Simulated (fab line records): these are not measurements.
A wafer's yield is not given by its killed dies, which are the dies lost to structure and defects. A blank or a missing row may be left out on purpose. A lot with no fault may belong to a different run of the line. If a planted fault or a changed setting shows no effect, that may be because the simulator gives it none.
One fault through the eyes of 2 desks + flow rit-cmos + only its own numbers are on each desk; what lay behind them is given at the end

FROM THE METROLOGY DESK
What the gauges read for every lot (on any tool): the sampled wafers with a number, averaged. The brackets show how far a lot's mean lies from the usual mean; more than 4 standard deviations puts the lot out of limits, marked OUT.
Columns: A = cd-nm at RIT_GATE_CD_MEAS_16, usual 149.8 nm; B = NLDD_RS at RIT_SDANNEAL_RS_MEAS_07, usual 151.9 ohm/sq
| lot  | first seen here | A     | B     |
|------|-----------------|-------|-------|
| L861 | day 2 21:51     | 149.4 | 150.8 |
| L862 | day 3 03:08     | 148.9 | 152.1 |
| L863 | day 3 09:58     | 152.1 | 152.3 |
| L864 | day 3 15:46     | 149.0 | 151.9 |
| L865 | day 3 16:02     | 147.6 | 151.9 |
| L866 | day 3 19:13     | 149.7 | 151.8 |
| L867 | day 4 02:43     | 148.2 | 151.8 |
| L868 | day 4 10:35     | 151.2 | 151.6 |
| L869 | day 4 14:54     | 150.5 | 152.0 |
| L870 | day 4 16:31     | 150.8 | 151.1 |
| L871 | day 4 23:23     | 151.9 | 153.0 |
| L880 | day 6 16:16     | 157.4 | 152.0 |
| L881 | day 6 19:08     | 153.2 | 151.1 |
| L883 | day 7 07:55     | 149.6 | 152.4 |
Finding of this desk: none of the 14 lots has anything out of limits.

THE TOOL OWNER'S DESK: litho-track-01
The tool's own readings at RIT_GATE_DEVELOP_15 (develop time 50 s): means of the sampled wafers that have a number, for each lot that ran on this tool. The brackets show how far a lot's mean lies from the usual mean; more than 4 standard deviations puts the lot out of limits, marked OUT.
Columns: A = developer-temp-C at RIT_GATE_DEVELOP_15, usual 22.98 C
| lot  | first seen here | A                |
|------|-----------------|------------------|
| L866 | day 3 19:00     | 22.99            |
| L871 | day 4 23:00     | 23.05            |
| L880 | day 6 16:00     | 23.73 (+8.6) OUT |
| L881 | day 6 18:00     | 23.64 (+7.6) OUT |
This desk's verdict: out of limits on L880, L881, starting with L880 at day 6 16:00 (developer-temp-C at RIT_GATE_DEVELOP_15). Within limits: L866, L871.

PUT TOGETHER
At day 6 16:00, on L880, L881, the tool owner's desk was in a position to raise an alarm.
At the metrology desk, nothing out of limits was observed.
The metrology desk holds a record of L880, L881, inside its limits.
Every lot named ran RIT_GATE_DEVELOP_15 on litho-track-01.

WHAT WAS PUT IN BY THE SIMULATOR
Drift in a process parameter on litho-track-01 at RIT_GATE_DEVELOP_15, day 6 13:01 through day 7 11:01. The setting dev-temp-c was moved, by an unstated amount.
Shown lots that were struck: L880, L881.
How many hours passed from the start of the fault until each desk's first out-of-limits reading: the tool owner's desk, 3.
